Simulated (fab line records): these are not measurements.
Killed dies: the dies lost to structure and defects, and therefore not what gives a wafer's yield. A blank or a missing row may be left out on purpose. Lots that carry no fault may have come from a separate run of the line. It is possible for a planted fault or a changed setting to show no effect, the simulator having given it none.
Matching of chambers ; flow ritCmos ; rieDiel-01 running RIT_SPACER_ETCHBACK_05: 4 sister chambers
The step etches Si3N4 in SF6/CHF3, stops on SiO2, target depth 250 nm, time 240 s. 14 wafers are shown with their chamber, then 7 later ones without.

== WAFERS WITH THEIR CHAMBER ==
wafer;chamber;drypumpMotorCurrentA (A);throttleValvePct (%);oesProductAu (a.u.)
L519.2;2;5.5;10.25;0.838
L519.4;0;4.8;10.37;0.853
L519.6;1;5.9;10.41;0.845
L521.1;0;4.8;10.38;0.861
L521.5;1;5.9;10.42;0.855
L521.6;2;5.5;10.25;0.842
L524.1;3;4.9;10.28;0.866
L524.2;1;5.8;10.41;0.845
L524.4;0;4.7;10.38;0.862
L535.2;0;4.7;10.37;0.861
L535.4;2;5.5;10.26;0.854
L535.5;3;4.9;10.22;0.853
L539.1;2;5.5;10.26;0.838
L539.3;1;5.8;10.41;0.854

SIGNATURES, as means of the wafers listed above
reading;chamber 0;chamber 1;chamber 2;chamber 3;scatter within a chamber
drypumpMotorCurrentA;4.750;5.850;5.500;4.900;0.0447
throttleValvePct;10.3750;10.4125;10.2550;10.2500;0.0144
oesProductAu;0.85925;0.84975;0.84300;0.85950;0.00632
Rule: a wafer lies at a distance from a chamber equal to the root of the sum of squares, over the readings, of (its reading less the chamber's mean, divided by the reading's scatter). The wafer belongs to the nearest chamber; if the next one is less than 2 further off, it can't be placed. The scatter is the square root of a quotient: the sum, over the shown wafers, of each reading's squared deviation from its chamber's mean, divided by wafers minus chambers.

== WAFERS WITHOUT THEIR CHAMBER ==
wafer;drypumpMotorCurrentA (A);throttleValvePct (%);oesProductAu (a.u.)
L539.4;4.9;10.24;0.851
L541.3;4.8;10.27;0.845
L541.4;5.4;10.25;0.838
L541.5;4.9;10.25;0.849
L542.2;4.8;10.38;0.865
L542.5;4.9;10.25;0.859
L542.6;5.5;10.26;0.855

== EACH ONE'S CHAMBER ==
wafer;from the rows above;in truth
L539.4;3;3
L541.3;3;3
L541.4;2;2
L541.5;3;3
L542.2;0;0
L542.5;3;3
L542.6;2;2
Correctly placed: 7 of 7. Left unplaced by these rows: 0. Wrongly placed: 0.
